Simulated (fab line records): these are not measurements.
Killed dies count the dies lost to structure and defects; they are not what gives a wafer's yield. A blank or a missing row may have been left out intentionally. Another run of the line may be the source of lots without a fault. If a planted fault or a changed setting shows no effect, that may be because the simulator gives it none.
What tool caused it? | flow berkeleyCmos170 | 13 lots with 39 wafers sampled at 3 steps, on a route of 331 steps

WHAT EACH GAUGE READ, for each wafer
UCB170_M3_RS_MEAS_02: the measuring method here is four-point-probe. Usual: M3_AL_RS 0.0321 ohm/sq, standard deviation 0.0003.
lot  | measured     | on           | M3_AL_RS (ohm/sq)    | flag
L364 | day 7 11:17  | filmMetro-01 | 0.0323 0.0325 0.0323 | 
L365 | day 7 19:02  | filmMetro-01 | 0.0319 0.0322 0.0318 | 
L368 | day 8 12:20  | filmMetro-04 | 0.0315 0.0316 0.0318 | 
L366 | day 8 13:03  | filmMetro-04 | 0.0319 0.0323 0.0318 | 
L369 | day 8 13:18  | filmMetro-01 | 0.0320 0.0320 0.0320 | 
L370 | day 9 04:59  | filmMetro-04 | 0.0322 0.0320 0.0321 | 
L373 | day 9 12:23  | filmMetro-01 | 0.0323 0.0326 0.0322 | 
L374 | day 9 13:19  | filmMetro-04 | 0.0323 0.0322 0.0322 | 
L376 | day 10 00:34 | filmMetro-02 | 0.0326 0.0323 0.0324 | 
L377 | day 10 07:42 | filmMetro-02 | 0.0317 0.0321 0.0316 | 
L381 | day 11 00:41 | filmMetro-04 | 0.0322 0.0323 0.0322 | 
L383 | day 11 20:52 | filmMetro-01 | 0.0319 0.0323 0.0192 | OFF
L386 | day 12 08:53 | filmMetro-04 | 0.0318 0.0316 0.0316 | 

UCB170_M3_THK_MEAS_03: measures by xrf. Usual: M3_AL_THK 895 nm, standard deviation 11.
lot  | measured     | on           | M3_AL_THK (nm) | flag
L364 | day 7 11:24  | filmMetro-01 | 883 884 884    | 
L365 | day 7 19:08  | filmMetro-01 | 899 889 903    | 
L368 | day 8 12:28  | filmMetro-04 | 916 911 904    | 
L366 | day 8 13:10  | filmMetro-04 | 903 889 910    | 
L369 | day 8 13:25  | filmMetro-01 | 897 892 897    | 
L370 | day 9 05:05  | filmMetro-04 | 904 903 901    | 
L373 | day 9 12:30  | filmMetro-01 | 878 871 878    | 
L374 | day 9 13:25  | filmMetro-04 | 895 896 900    | 
L376 | day 10 00:40 | filmMetro-02 | 877 879 880    | 
L377 | day 10 07:47 | filmMetro-02 | 905 887 900    | 
L381 | day 11 00:47 | filmMetro-04 | 896 898 902    | 
L383 | day 11 20:59 | filmMetro-01 | 902 890 1475   | OFF
L386 | day 12 08:59 | filmMetro-04 | 916 921 917    | 

EACH LOT AND THE TOOL THAT RAN IT (in order: tool; ch and the chambers of the sampled wafers; start)
lot  | UCB170_M3_SPUTTER_01
L364 | pvdSputter-04, day 7 11:11
L365 | pvdSputter-01, day 7 18:55
L368 | pvdSputter-03, day 8 12:14
L366 | pvdSputter-01, day 8 12:56
L369 | pvdSputter-04, day 8 13:13
L370 | pvdSputter-03, day 9 04:53
L373 | pvdSputter-01, day 9 12:17
L374 | pvdSputter-03, day 9 13:13
L376 | pvdSputter-01, day 10 00:26
L377 | pvdSputter-04, day 10 07:34
L381 | pvdSputter-03, day 11 00:34
L383 | pvdSputter-04, day 11 20:47
L386 | pvdSputter-01, day 12 08:46
- UCB170_M3_SPUTTER_01: material Al, target thk 900 nm, time 120 s.

WHAT THE TOOLS THEMSELVES READ (means of the sampled wafers that have a number; where no wafer has one, the mark that the record gives instead)
UCB170_M3_SPUTTER_01. Usual: throttleValvePct at 30.0 %, with a standard deviation of 1.2.
lot  | tool          | throttleValvePct (%) | flag
L364 | pvdSputter-04 | 30.6                 | 
L365 | pvdSputter-01 | 30.6                 | 
L368 | pvdSputter-03 | 29.7                 | 
L366 | pvdSputter-01 | 29.2                 | 
L369 | pvdSputter-04 | 29.2                 | 
L370 | pvdSputter-03 | 30.2                 | 
L373 | pvdSputter-01 | 29.1                 | 
L374 | pvdSputter-03 | 29.9                 | 
L376 | pvdSputter-01 | 29.7                 | 
L377 | pvdSputter-04 | 31.1                 | 
L381 | pvdSputter-03 | 29.6                 | 
L383 | pvdSputter-04 | 31.1                 | 
L386 | pvdSputter-01 | 29.7                 | 

THE ANSWER, worked out from the rows above alone
Rule: lot off if the mean of its wafers having a number is beyond 3 standard deviations from the usual mean. A lot without any number at a reading at which 4 lots or more have one is off too. The other lots that the step has rows for count as sound. After the gauges, taken in route order, come the tools' own readings; for these a lot's mean is taken, as printed above. The first step at which some lot is off is used, and at that step the reading that is off furthest; a lot without a number counts as furthest.
Off: at UCB170_M3_RS_MEAS_02 (M3_AL_RS), L383.
If a tool, at a process step before that reading, ran all the lots that are off and no sound lot after the first of them, it fits. The gauges at UCB170_M3_RS_MEAS_02 are tried like those tools. This does not decide it: 2 tools fit, namely pvdSputter-04 at UCB170_M3_SPUTTER_01 and filmMetro-01 at UCB170_M3_RS_MEAS_02.

WHAT WAS PUT IN BY THE SIMULATOR
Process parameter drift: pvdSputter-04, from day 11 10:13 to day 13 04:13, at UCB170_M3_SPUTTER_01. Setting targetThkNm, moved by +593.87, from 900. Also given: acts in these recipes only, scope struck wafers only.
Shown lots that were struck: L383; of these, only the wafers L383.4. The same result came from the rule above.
